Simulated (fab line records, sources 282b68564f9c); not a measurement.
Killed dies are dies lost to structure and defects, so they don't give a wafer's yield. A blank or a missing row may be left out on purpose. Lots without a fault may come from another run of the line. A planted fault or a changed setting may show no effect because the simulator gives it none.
Which tool did it? | flow rit_cmos | 7 lots, 21 wafers sampled, at 2 steps of a route of 202

WHAT THE GAUGES READ, wafer by wafer
RIT_FOX1_THK_MEAS_01.
lot  | measured    | on            | FOX1_OXIDE_THK (nm)
L208 | day 2 01:29 | film_metro-03 | 355 364 348
L210 | day 2 09:57 | film_metro-04 | 360 360 354
L213 | day 3 00:33 | film_metro-03 | 361 363 367
L217 | day 3 22:52 | film_metro-02 | 340 346 342
L219 | day 4 06:28 | film_metro-03 | 348 348 351
L222 | day 4 22:52 | film_metro-02 | 443 443 445
L226 | day 5 21:06 | film_metro-02 | 346 351 347

WHICH TOOL RAN EACH LOT (tool, then ch and the chambers of the sampled wafers, then the start)
lot  | RIT_FOX1_OXIDATION_00
L208 | furnace-03 ch 0, day 2 00:10
L210 | furnace-01 ch 0, day 2 08:37
L213 | furnace-04 ch 0, day 2 23:13
L217 | furnace-01 ch 0, day 3 21:32
L219 | furnace-03 ch 0, day 4 05:08
L222 | furnace-04 ch 0, day 4 21:33
L226 | furnace-03 ch 0, day 5 19:46
- RIT_FOX1_OXIDATION_00: target thk 350.7 nm, ox time 1130 s.

THE ANSWER, worked out from the rows above alone
Rule: what is usual is taken from the lots themselves. Put in order of their means at a reading, lots are off if they are a third of the lots or fewer, leave a main group of 4 or more, and stand apart from it by a gap of 3 or more times the standard deviation of the main group's means; of several such gaps the widest counts. A main group whose means are all the same, to the digits that the tables above print for the reading, isn't used. A lot without any number at a reading at which 4 lots or more have one is off too. The other lots that the step has rows for count as sound.
Off: L222, at RIT_FOX1_THK_MEAS_01 (FOX1_OXIDE_THK). The main group: mean 353 nm, standard deviation 7.
A tool fits if, at a process step before that reading, it ran every lot that is off, and no sound lot after the first of them. The gauges at RIT_FOX1_THK_MEAS_01 are tried like those tools. One fits: furnace-04 at RIT_FOX1_OXIDATION_00. Its last sound lot is L213 (day 2 23:13), its first lot that is off L222 (day 4 21:33): a fault that began between those two fits.

WHAT THE SIMULATOR HAD PUT IN
Process parameter drift: furnace-04, from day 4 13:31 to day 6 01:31, at RIT_FOX1_OXIDATION_00. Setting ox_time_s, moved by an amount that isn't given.
Lots struck among those shown: L222. The rule above found the same.
